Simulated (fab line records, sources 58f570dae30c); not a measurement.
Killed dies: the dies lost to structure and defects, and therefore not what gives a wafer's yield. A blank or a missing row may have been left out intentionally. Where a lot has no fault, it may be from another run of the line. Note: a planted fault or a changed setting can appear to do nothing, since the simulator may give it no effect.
Which tool did it? / flow berkeley-cmos170 / Sampling: 14 lots, 42 wafers, 4 of 331 route steps

## WHAT EACH GAUGE READ, for each wafer
UCB170_PSD_OVL_MEAS_07. Usual: PSD_OVL typically reads -1 nm, with standard deviation 4.9.
lot=L324; measured=day 6 17:53; on=overlay-02; PSD_OVL (nm)=-10 -2 -8; flag=
lot=L325; measured=day 6 18:10; on=overlay-02; PSD_OVL (nm)=-3 1 2; flag=
lot=L327; measured=day 7 06:25; on=overlay-02; PSD_OVL (nm)=-4 -2 -2; flag=
lot=L329; measured=day 7 16:15; on=overlay-02; PSD_OVL (nm)=2 -3 -3; flag=
lot=L331; measured=day 8 08:18; on=overlay-01; PSD_OVL (nm)=0 5 6; flag=
lot=L330; measured=day 8 08:34; on=overlay-02; PSD_OVL (nm)=3 3 3; flag=
lot=L332; measured=day 8 14:21; on=overlay-02; PSD_OVL (nm)=4 5 5; flag=
lot=L333; measured=day 9 00:23; on=overlay-02; PSD_OVL (nm)=2 1 -3; flag=
lot=L334; measured=day 9 00:25; on=overlay-01; PSD_OVL (nm)=-9 -12 -5; flag=
lot=L335; measured=day 9 12:01; on=overlay-02; PSD_OVL (nm)=-3 -7 -12; flag=
lot=L337; measured=day 9 12:10; on=overlay-01; PSD_OVL (nm)=3 0 7; flag=
lot=L342; measured=day 11 00:17; on=overlay-02; PSD_OVL (nm)=-2 5 8; flag=
lot=L343; measured=day 11 05:10; on=overlay-02; PSD_OVL (nm)=-10 -4 2; flag=
lot=L346; measured=day 11 16:22; on=overlay-02; PSD_OVL (nm)=10 1 4; flag=

UCB170_CONTACT_THK_MEAS_02. Usual: CONTACT_PSG_THK typically reads 699 nm, with standard deviation 6.5.
lot=L324; measured=day 7 02:57; on=film-metro-04; CONTACT_PSG_THK (nm)=711 706 709; flag=
lot=L325; measured=day 7 04:24; on=film-metro-04; CONTACT_PSG_THK (nm)=698 698 701; flag=
lot=L327; measured=day 7 13:44; on=film-metro-03; CONTACT_PSG_THK (nm)=698 695 704; flag=
lot=L329; measured=day 8 01:00; on=film-metro-04; CONTACT_PSG_THK (nm)=693 692 692; flag=
lot=L331; measured=day 8 17:29; on=film-metro-04; CONTACT_PSG_THK (nm)=687 693 684; flag=
lot=L330; measured=day 8 17:35; on=film-metro-01; CONTACT_PSG_THK (nm)=693 693 695; flag=
lot=L332; measured=day 8 20:38; on=film-metro-03; CONTACT_PSG_THK (nm)=702 698 701; flag=
lot=L333; measured=day 9 09:05; on=film-metro-04; CONTACT_PSG_THK (nm)=697 697 695; flag=
lot=L334; measured=day 9 10:23; on=film-metro-01; CONTACT_PSG_THK (nm)=701 695 702; flag=
lot=L335; measured=day 9 18:09; on=film-metro-01; CONTACT_PSG_THK (nm)=702 701 698; flag=
lot=L337; measured=day 9 19:55; on=film-metro-01; CONTACT_PSG_THK (nm)=696 698 698; flag=
lot=L342; measured=day 11 07:57; on=film-metro-01; CONTACT_PSG_THK (nm)=858 859 863; flag=OFF
lot=L343; measured=day 11 13:56; on=film-metro-03; CONTACT_PSG_THK (nm)=864 862 860; flag=OFF
lot=L346; measured=day 11 22:08; on=film-metro-03; CONTACT_PSG_THK (nm)=709 707 715; flag=

## TOOL THAT RAN EACH LOT (tool first, then ch and the chambers of the sampled wafers, then the start)
lot=L324; UCB170_SILICIDE_RTA_04=rtp-anneal-02 ch 0, day 6 23:56; UCB170_CONTACT_CVD_01=lpcvd-02 ch 0, day 7 00:16
lot=L325; UCB170_SILICIDE_RTA_04=rtp-anneal-02 ch 0, day 7 00:25; UCB170_CONTACT_CVD_01=lpcvd-01 ch 0, day 7 02:36
lot=L327; UCB170_SILICIDE_RTA_04=rtp-anneal-01 ch 0, day 7 10:57; UCB170_CONTACT_CVD_01=lpcvd-02 ch 0, day 7 11:57
lot=L329; UCB170_SILICIDE_RTA_04=rtp-anneal-02 ch 0, day 7 22:52; UCB170_CONTACT_CVD_01=lpcvd-01 ch 1, day 7 23:13
lot=L331; UCB170_SILICIDE_RTA_04=rtp-anneal-01 ch 0, day 8 15:25; UCB170_CONTACT_CVD_01=lpcvd-01 ch 0, day 8 15:41
lot=L330; UCB170_SILICIDE_RTA_04=rtp-anneal-02 ch 0, day 8 15:29; UCB170_CONTACT_CVD_01=lpcvd-02 ch 1, day 8 15:47
lot=L332; UCB170_SILICIDE_RTA_04=rtp-anneal-02 ch 0, day 8 18:35; UCB170_CONTACT_CVD_01=lpcvd-01 ch 0, day 8 18:50
lot=L333; UCB170_SILICIDE_RTA_04=rtp-anneal-02 ch 0, day 9 06:38; UCB170_CONTACT_CVD_01=lpcvd-02 ch 1, day 9 07:17
lot=L334; UCB170_SILICIDE_RTA_04=rtp-anneal-01 ch 0, day 9 06:49; UCB170_CONTACT_CVD_01=lpcvd-01 ch 1, day 9 08:35
lot=L335; UCB170_SILICIDE_RTA_04=rtp-anneal-02 ch 0, day 9 16:02; UCB170_CONTACT_CVD_01=lpcvd-02 ch 0, day 9 16:22
lot=L337; UCB170_SILICIDE_RTA_04=rtp-anneal-02 ch 0, day 9 16:25; UCB170_CONTACT_CVD_01=lpcvd-02 ch 1, day 9 18:08
lot=L342; UCB170_SILICIDE_RTA_04=rtp-anneal-02 ch 0, day 11 05:52; UCB170_CONTACT_CVD_01=lpcvd-01 ch 0, day 11 06:10
lot=L343; UCB170_SILICIDE_RTA_04=rtp-anneal-01 ch 0, day 11 11:53; UCB170_CONTACT_CVD_01=lpcvd-01 ch 1, day 11 12:08
lot=L346; UCB170_SILICIDE_RTA_04=rtp-anneal-02 ch 0, day 11 20:05; UCB170_CONTACT_CVD_01=lpcvd-02 ch 1, day 11 20:20
- UCB170_SILICIDE_RTA_04: time 15 s.
- UCB170_CONTACT_CVD_01: deposits PSG from SiH4/O2/PH3, target thk 700 nm, time 2820 s.

## AS READ BY THE TOOLS THEMSELVES (means over the sampled wafers that have a number; for cases with no such wafer, the mark the record gives instead)
UCB170_SILICIDE_RTA_04. Usual: lamp-power-pct 10.25 %, standard deviation 0.25; wafer_temp_C_max 652.4, standard deviation 0.85.
lot=L324; tool=rtp-anneal-02; lamp-power-pct (%)=10.02; wafer_temp_C_max=652.8; flag=
lot=L325; tool=rtp-anneal-02; lamp-power-pct (%)=10.03; wafer_temp_C_max=652.6; flag=
lot=L327; tool=rtp-anneal-01; lamp-power-pct (%)=10.53; wafer_temp_C_max=651.8; flag=
lot=L329; tool=rtp-anneal-02; lamp-power-pct (%)=10.02; wafer_temp_C_max=652.5; flag=
lot=L331; tool=rtp-anneal-01; lamp-power-pct (%)=10.53; wafer_temp_C_max=651.5; flag=
lot=L330; tool=rtp-anneal-02; lamp-power-pct (%)=10.03; wafer_temp_C_max=652.8; flag=
lot=L332; tool=rtp-anneal-02; lamp-power-pct (%)=10.02; wafer_temp_C_max=653.5; flag=
lot=L333; tool=rtp-anneal-02; lamp-power-pct (%)=10.03; wafer_temp_C_max=653.1; flag=
lot=L334; tool=rtp-anneal-01; lamp-power-pct (%)=10.52; wafer_temp_C_max=651.7; flag=
lot=L335; tool=rtp-anneal-02; lamp-power-pct (%)=10.02; wafer_temp_C_max=653.2; flag=
lot=L337; tool=rtp-anneal-02; lamp-power-pct (%)=10.03; wafer_temp_C_max=652.4; flag=
lot=L342; tool=rtp-anneal-02; lamp-power-pct (%)=10.02; wafer_temp_C_max=652.9; flag=
lot=L343; tool=rtp-anneal-01; lamp-power-pct (%)=10.52; wafer_temp_C_max=651.3; flag=
lot=L346; tool=rtp-anneal-02; lamp-power-pct (%)=10.04; wafer_temp_C_max=652.6; flag=

UCB170_CONTACT_CVD_01. Usual: pressure-mtorr at 300.0 mTorr, with a standard deviation of 0.55.
lot=L324; tool=lpcvd-02; pressure-mtorr (mTorr)=300.3; flag=
lot=L325; tool=lpcvd-01; pressure-mtorr (mTorr)=299.9; flag=
lot=L327; tool=lpcvd-02; pressure-mtorr (mTorr)=299.9; flag=
lot=L329; tool=lpcvd-01; pressure-mtorr (mTorr)=300.4; flag=
lot=L331; tool=lpcvd-01; pressure-mtorr (mTorr)=300.4; flag=
lot=L330; tool=lpcvd-02; pressure-mtorr (mTorr)=300.4; flag=
lot=L332; tool=lpcvd-01; pressure-mtorr (mTorr)=300.2; flag=
lot=L333; tool=lpcvd-02; pressure-mtorr (mTorr)=300.6; flag=
lot=L334; tool=lpcvd-01; pressure-mtorr (mTorr)=299.9; flag=
lot=L335; tool=lpcvd-02; pressure-mtorr (mTorr)=299.5; flag=
lot=L337; tool=lpcvd-02; pressure-mtorr (mTorr)=299.5; flag=
lot=L342; tool=lpcvd-01; pressure-mtorr (mTorr)=450.3; flag=OFF
lot=L343; tool=lpcvd-01; pressure-mtorr (mTorr)=449.7; flag=OFF
lot=L346; tool=lpcvd-02; pressure-mtorr (mTorr)=299.7; flag=

## THE ANSWER, worked out from the rows above alone
Rule: take the mean of a lot's wafers that have a number; if it is more than 3 standard deviations from the usual mean, the lot is off. A lot without any number at a reading at which 4 lots or more have one is off too. Any other lot the step has rows for is counted as sound. Order of review: gauges by route order, followed by the tools' own readings, for which a lot's mean as printed above is used. The first step at which some lot is off is used, and at that step the reading that is off furthest; a lot without a number counts as furthest.
Off: L342, L343, at UCB170_CONTACT_THK_MEAS_02 (CONTACT_PSG_THK).
If a tool, at a process step before that reading, ran all the lots that are off and no sound lot after the first of them, it fits. Not tried: the gauges at UCB170_CONTACT_THK_MEAS_02; whatever is off there is also off at UCB170_CONTACT_CVD_01, on other tools, and gauge error can't account for it. One fits: lpcvd-01 at UCB170_CONTACT_CVD_01. Its last sound lot is L334 (day 9 08:35), its first lot that is off L342 (day 11 06:10): a fault that began between those two fits.
The tool's own readings at UCB170_CONTACT_CVD_01 bear it out: on the lots that are off they differ by more than 5 times the standard deviation of the sound lots' means. pressure-mtorr reads 450.0 mTorr there against 300.1 mTorr on the sound lots.

## WHAT HAD BEEN PUT IN BY THE SIMULATOR
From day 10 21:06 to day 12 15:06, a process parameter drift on lpcvd-01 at UCB170_CONTACT_CVD_01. Setting pressure-mtorr, moved by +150, from 300. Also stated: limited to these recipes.
Shown lots that were struck: L342, L343. The rule above found the same.
